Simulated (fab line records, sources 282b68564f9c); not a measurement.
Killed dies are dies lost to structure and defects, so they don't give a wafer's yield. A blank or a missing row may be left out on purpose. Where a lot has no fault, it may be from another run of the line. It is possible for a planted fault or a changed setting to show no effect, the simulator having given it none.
A struck lot beside a sound one / flow rit-cmos / 18 out of 202 route steps
Sound: wafers L915.1, L915.3, L915.6. The struck wafers were L913.3, L913.4, L913.5. At the end, the cause is stated.
Each step with rows lists, per side, the tool, then ch with its chambers, then its first start. Under that, the readings that differ: sound wafers / struck wafers / difference of the means / sigmas: that difference in standard deviations of wafers without a fault.
alike: same words and numbers on both sides, and readings whose means sit less than 2 such deviations apart. not compared: any withheld reading, any reading some wafer has no value for, any bound like >300 that may hide the same value, and any number with overlapping values for which the record gives no deviation.
A row with sigmas, a row that says differs or no value, or rows on one side alone: a step with any of these is where the two part. Non-overlapping numbers with no deviation appear without sigmas and do not part them. A reading missing from all wafers of one side parts the sides only when that side holds two or more wafers.

first, 3 steps without rows for these wafers: RIT_GATE_CLEAN_02 (cleans in dHF, time 30 s); RIT_GATE_CLEAN_03 (cleans in SC2, time 600 s); RIT_GATE_CLEAN_04 (cleans in dHF, time 60 s).
RIT_FOX2_THK_MEAS_91:
  sound on film-metro-01 at day 6 11:51; struck on film-metro-03 at day 6 02:04
  alike: FIELD_OXIDE_LEFT_2_THK
then, 2 steps without rows for these wafers: RIT_GATE_OXIDATION_05 (target thk 3 nm, ox time 270 s); RIT_GATE_ANNEAL_06 (time 600 s).
RIT_GATE_THK_MEAS_07:
  sound on film-metro-01 at day 6 13:22; struck on film-metro-01 at day 6 03:27
  alike: GATE_OXIDE_THK
then, 1 step without rows for these wafers: RIT_GATE_CVD_08 (deposits poly-Si from SiH4, target thk 250 nm, time 2220 s).
RIT_GATE_THK_MEAS_09:
  sound on film-metro-01 at day 6 15:58; struck on film-metro-01 at day 6 05:10
  alike: GATE_POLY_THK
then, 3 steps without rows for these wafers: RIT_GATE_HMDS_10 (prime time 60 s); RIT_GATE_COAT_11 (resist thk 850 nm); RIT_GATE_SOFTBAKE_12 (time 60 s).
RIT_GATE_EXPOSE_13: exposes mask M6, target cd 150 nm.
  sound on iline-stepper-02 ch 0, day 6 16:36; struck on iline-stepper-01 ch 0, day 6 05:42
reading=model.GATE.overlay-x-nm (nm); sound=-2.331 -2.331 -2.331; struck=-151.3 -151.3 -151.3; difference=-149.0; sigmas=
  alike: mask
then, 2 steps without rows for these wafers: RIT_GATE_PEB_14; RIT_GATE_DEVELOP_15 (develop time 50 s).
RIT_GATE_CD_MEAS_16: the cd target is 150 nm.
  sound on cd-sem-02 at day 6 17:00; struck on cd-sem-02 at day 6 06:06
  alike: cd-nm
RIT_GATE_OVL_MEAS_17:
  sound on overlay-01 at day 6 17:07; struck on overlay-02 at day 6 06:23
reading=GATE_OVL (nm); sound=-0.7 -1.0 -1.1; struck=-149.2 -149.3 -149.6; difference=-148.4; sigmas=-99 or more
  not compared: hold
then, 1 step without rows for these wafers: RIT_M1_PROBE_99.

WHERE THEY PART
RIT_GATE_OVL_MEAS_17 only, going by this record.

WHY: what had been put in by the simulator
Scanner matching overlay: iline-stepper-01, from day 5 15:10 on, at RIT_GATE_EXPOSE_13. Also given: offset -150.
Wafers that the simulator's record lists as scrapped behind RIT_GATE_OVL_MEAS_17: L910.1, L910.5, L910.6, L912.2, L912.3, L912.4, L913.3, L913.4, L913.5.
